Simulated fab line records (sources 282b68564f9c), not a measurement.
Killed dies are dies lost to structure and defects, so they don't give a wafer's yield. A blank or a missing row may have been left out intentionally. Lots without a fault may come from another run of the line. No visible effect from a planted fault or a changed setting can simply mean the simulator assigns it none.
Problem report, 8D (eight disciplines) form, completed by code :: flow ritCmos :: the parts of the form that need people (team, actions taken, sign-off) are left out

1. THE PROBLEM
Mean of killedAtFrontEnd at RIT_M1_PROBE_99: 263.9 across 9 wafers in 3 lots; on wafers with no fault it is 7.2 (standard deviation 2.5). That is +99 or more standard deviations from the usual mean.
First seen on wafer L551.2, day 6 13:01, on prober-02. Wafers with a number at this step in the record: 21, from 7 lots. By rule, "out" or "out of limits" means more than 4 standard deviations away from the usual mean. The rest of the wafers with a number are treated as sound.

2. WHAT IT IS; WHAT IT IS NOT
question: which readings at this step
is: killedAtFrontEnd, killedDies, killedOnRim
is not: killedAtContacts, killedShort

question: which lots
is: L551, L552, L553
is not: L546, L548, L549, L560

question: which wafers of those lots
is: all that have a number
is not: -

question: read on which tools
is: prober-01, prober-02
is not: -

question: when
is: from day 6 13:01
is not: up to then (9 sound wafers); but 3 sound wafers of L560 came after

3. THE SUSPECTS, EACH WITH WHAT RULES IT OUT
Counting: a tool at any process step up to the reading remains a suspect when it ran all the lots that are out and ran no sound lot after the first of those.
- wetBench-01 at RIT_SILICIDE_WET_ETCH_00 (etches SiO2 in BOE, target depth 14 nm, time 15 s): ruled out as a lasting fault. Sound lots L560 ran on it after its first lot that is out, L551 (day 6 05:51).
Left after counting: nothing in the record.

4. THE CAUSE (what the simulator had put in)
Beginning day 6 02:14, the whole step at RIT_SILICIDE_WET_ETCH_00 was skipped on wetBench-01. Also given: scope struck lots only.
Counting ruled it out, wrongly: the rule takes a fault to strike every lot that its tool runs from its start on, and this one did not.

5. SEQUENCE OF EFFECTS, ordered by route
Each row: a reading whose mean over the struck wafers that have a number lies more than 3 standard deviations from the usual. Only readings for which the record gives a usual standard deviation are gone through. hours: the time from each lot's start at the first step in this table that gives one to its start at this step, as a median over the lots. sigmas: the change in usual standard deviations.
hours: 0
step: RIT_M1_PROBE_99
reading: killedAtFrontEnd
usual: 7.2
on struck wafers: 263.9
change: +256.7
sigmas: +99 or more

hours: 0
step: RIT_M1_PROBE_99
reading: killedDies
usual: 7.3
on struck wafers: 264.0
change: +256.7
sigmas: +99 or more

hours: 0
step: RIT_M1_PROBE_99
reading: killedOnRim
usual: 2.0
on struck wafers: 70.0
change: +68.0
sigmas: +49
Here are the process steps it includes:
- RIT_M1_PROBE_99
Readings that are blank on the struck wafers while sound wafers have them: bathHeatDutyPct at RIT_SILICIDE_WET_ETCH_00; tempC at RIT_SILICIDE_WET_ETCH_00.

6. WHAT WOULD HAVE CAUGHT IT SOONER
In this record no reading fell out of limits until day 6 13:01, 11 hours after the fault had begun at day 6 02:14.
At RIT_SILICIDE_WET_ETCH_00 the tool's readings are blank on the struck wafers, where sound wafers have them: an empty tool record is the first sign, and it was there at once.
